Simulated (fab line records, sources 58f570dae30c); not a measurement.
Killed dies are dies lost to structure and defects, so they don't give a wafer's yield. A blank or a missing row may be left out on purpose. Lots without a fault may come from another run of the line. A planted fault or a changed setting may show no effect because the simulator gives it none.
Split-lot experiment | flow berkeley_cmos170 | 5 lots, 23 wafers read, on a route of 331 steps

THE SPLIT
At UCB170_M2_SPUTTER_01 (material Al, target thk 900 nm, time 120 s), the setting power_w was moved away from the recipe's 6000 W on 9 of the 23 wafers read, by -7.5% to +8.9%. The other wafers ran this setting at the recipe's value.

FROM THE SPLIT TO THE READING: what the file shows between them, 1 step
- UCB170_M2_RS_MEAS_02: measures by four-point-probe

THE READING
M2_AL_THK, in nm, at UCB170_M2_THK_MEAS_03 (measures by xrf). Fault-free wafers of this fab line usually give 911 nm, standard deviation 12 nm.

wafer  | tool, chamber at the split | power_w as run, W | against the recipe | M2_AL_THK, nm | against lot-mates on the recipe
L075.1 | pvd_sputter-01, -          | 6000              | recipe             | 930           | -
L075.3 | pvd_sputter-01, -          | 5552              | -7.5%              | 842           | -84
L075.4 | pvd_sputter-01, -          | 5552              | -7.5%              | 858           | -68
L075.5 | pvd_sputter-01, -          | 5552              | -7.5%              | 853           | -72
L075.6 | pvd_sputter-01, -          | 6000              | recipe             | 921           | -
L074.1 | pvd_sputter-03, -          | 6000              | recipe             | 911           | -
L074.3 | pvd_sputter-03, -          | 6537              | +8.9%              | 1000          | +78
L074.4 | pvd_sputter-03, -          | 6537              | +8.9%              | 1003          | +81
L074.5 | pvd_sputter-03, -          | 6000              | recipe             | 933           | -
L074.6 | pvd_sputter-03, -          | 6537              | +8.9%              | 1009          | +87
L077.1 | pvd_sputter-01, -          | 6000              | recipe             | 921           | -
L077.2 | pvd_sputter-01, -          | 6000              | recipe             | 913           | -
L077.6 | pvd_sputter-01, -          | 6000              | recipe             | 910           | -
L082.1 | pvd_sputter-02, -          | 6000              | recipe             | 897           | -
L082.3 | pvd_sputter-02, -          | 6000              | recipe             | 898           | -
L082.4 | pvd_sputter-02, -          | 6000              | recipe             | 898           | -
L082.5 | pvd_sputter-02, -          | 6000              | recipe             | 892           | -
L082.6 | pvd_sputter-02, -          | 6000              | recipe             | 898           | -
L085.1 | pvd_sputter-01, -          | 6198              | +3.3%              | 934           | +36
L085.2 | pvd_sputter-01, -          | 6198              | +3.3%              | 933           | +34
L085.3 | pvd_sputter-01, -          | 6000              | recipe             | 903           | -
L085.4 | pvd_sputter-01, -          | 6198              | +3.3%              | 927           | +28
L085.6 | pvd_sputter-01, -          | 6000              | recipe             | 894           | -

THE FIT
A straight line over all 23 wafers: M2_AL_THK changes by +9.19 nm for each +1% of power_w; r = +0.95; the points scatter about the line by 13 nm.
The same after taking each lot's own level away (the mean of its wafers on the recipe; 23 wafers): +9.55 nm for each +1%; r = +0.99; scatter 5.7 nm.
On that fit, the largest move of power_w shifts the reading by 86 nm.
The lots' own levels span 896.6 to 925.5 nm, that is 2.4 times the standard deviation above.
So the lot-to-lot level changes the slope little: the two slopes agree.
Check: with one of the wafers moved furthest among these (+8.9%) left out of the fit, the line predicts +86.5 nm for it against its lot-mates. It came out at +78 nm against them.

THE WHOLE CHAIN: every reading that the file lists as answering this split, in the file's order
step                  | what it does                               | reading                                                                     | change (the file's fit)               | r (the file's)
UCB170_M2_SPUTTER_01  | material Al, target thk 900 nm, time 120 s | Al_of_M2_SPUTTER_01.thk_nm (the simulator's own value, which no gauge read) | +9.18 nm for each +1% of the setting  | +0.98
UCB170_M2_RS_MEAS_02  | measures by four-point-probe               | M2_AL_RS                                                                    | -0.000323 for each +1% of the setting | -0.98
UCB170_M2_THK_MEAS_03 | measures by xrf                            | M2_AL_THK                                                                   | +9.52 for each +1% of the setting     | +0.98

THE FILE'S OWN FIT
M2_AL_THK changes by +9.52 nm for each +1% of power_w, r = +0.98.
